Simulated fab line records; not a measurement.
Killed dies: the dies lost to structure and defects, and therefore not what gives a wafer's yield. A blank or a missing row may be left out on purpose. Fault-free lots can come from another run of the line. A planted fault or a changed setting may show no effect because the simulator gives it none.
What tool caused it?	flow rit cmos	13 lots, 39 wafers sampled, at 3 steps of a route of 202

WHAT THE GAUGES READ, wafer by wafer
RIT_M1_RS_MEAS_01: measures by four-point-probe. Usual: M1_AL_RS gives 0.0735 ohm/sq (standard deviation 0.00066).
lot	measured	on	M1_AL_RS (ohm/sq)	flag
L393	day 3 22:22	film metro-02	0.0731 0.0737 0.0733	
L394	day 4 00:15	film metro-02	0.0743 0.0739 0.0742	
L397	day 4 19:10	film metro-02	0.0732 0.0749 0.0740	
L398	day 4 22:20	film metro-03	0.0739 0.0727 0.0728	
L399	day 5 08:26	film metro-03	0.0730 0.0740 0.0738	
L401	day 5 14:40	film metro-01	0.0744 0.0741 0.0745	
L400	day 5 17:07	film metro-02	0.0721 0.0723 0.0724	
L402	day 5 18:54	film metro-03	0.0731 0.0731 0.0738	
L403	day 5 21:57	film metro-02	0.0742 0.0736 0.0737	
L404	day 6 04:04	film metro-03	0.0736 0.0742 0.0738	
L408	day 7 00:44	film metro-01	0.0737 0.0729 0.0731	
L413	day 8 06:28	film metro-01	0.0756 0.0736 0.0736	
L414	day 8 09:56	film metro-02	0.0730 0.0733 0.0730	

RIT_M1_THK_MEAS_02: measures by xrf. Usual: M1_AL_THK gives 399 nm (standard deviation 3.7).
lot	measured	on	M1_AL_THK (nm)	flag
L393	day 3 22:29	film metro-02	404 399 401	
L394	day 4 00:22	film metro-02	393 393 394	
L397	day 4 19:16	film metro-02	399 391 395	
L398	day 4 22:27	film metro-03	395 401 401	
L399	day 5 08:32	film metro-03	399 396 395	
L401	day 5 14:47	film metro-01	398 400 398	
L400	day 5 17:13	film metro-02	408 405 403	
L402	day 5 19:01	film metro-03	397 399 394	
L403	day 5 22:04	film metro-02	395 399 398	
L404	day 6 04:11	film metro-03	395 391 393	
L408	day 7 00:50	film metro-01	401 406 404	
L413	day 8 06:35	film metro-01	387 399 397	
L414	day 8 10:03	film metro-02	398 395 400	

TOOL THAT RAN EACH LOT (tool first, then ch and the chambers of the sampled wafers, then the start)
lot	RIT_M1_SPUTTER_00
L393	pvd sputter-02, day 3 22:05
L394	pvd sputter-01, day 3 23:58
L397	pvd sputter-01, day 4 18:51
L398	pvd sputter-03, day 4 22:02
L399	pvd sputter-02, day 5 08:07
L401	pvd sputter-01, day 5 14:22
L400	pvd sputter-02, day 5 16:47
L402	pvd sputter-03, day 5 18:35
L403	pvd sputter-02, day 5 21:38
L404	pvd sputter-01, day 6 03:45
L408	pvd sputter-01, day 7 00:25
L413	pvd sputter-02, day 8 06:11
L414	pvd sputter-03, day 8 09:38
- RIT_M1_SPUTTER_00: material Al, target thk 400 nm, time 500 s.

WHAT THE TOOLS THEMSELVES READ (means of the sampled wafers that have a number; where no wafer has one, the mark that the record gives instead)
RIT_M1_SPUTTER_00. Usual: chamber pressure pa 0.4000 Pa, standard deviation 0.00081; throttle valve pct 30.3 %, standard deviation 0.74.
lot	tool	chamber pressure pa (Pa)	throttle valve pct (%)	flag
L393	pvd sputter-02	0.4003	30.8	
L394	pvd sputter-01	0.4001	30.0	
L397	pvd sputter-01	0.4000	30.2	
L398	pvd sputter-03	0.3993	29.4	
L399	pvd sputter-02	0.4001	30.2	
L401	pvd sputter-01	0.3990	29.9	
L400	pvd sputter-02	0.4009	29.8	
L402	pvd sputter-03	0.3995	30.6	
L403	pvd sputter-02	0.4004	30.8	
L404	pvd sputter-01	0.4002	30.1	
L408	pvd sputter-01	0.4005	30.0	
L413	pvd sputter-02	0.4006	31.0	
L414	pvd sputter-03	0.4001	29.6	

THE ANSWER, worked out from the rows above alone
Rule: take the mean of a lot's wafers that have a number; if it is more than 3 standard deviations from the usual mean, the lot is off. Also off: a lot with no number at a reading for which 4 or more lots have one. All remaining lots with rows at the step are treated as sound. The gauges are gone through in route order, then the tools' own readings, and for those a lot's mean is taken as printed above. The first step at which some lot is off is used, and at that step the reading that is off furthest; a lot without a number counts as furthest.
None of the lots is off at any reading shown; this tells nothing.

WHAT THE SIMULATOR HAD INSERTED
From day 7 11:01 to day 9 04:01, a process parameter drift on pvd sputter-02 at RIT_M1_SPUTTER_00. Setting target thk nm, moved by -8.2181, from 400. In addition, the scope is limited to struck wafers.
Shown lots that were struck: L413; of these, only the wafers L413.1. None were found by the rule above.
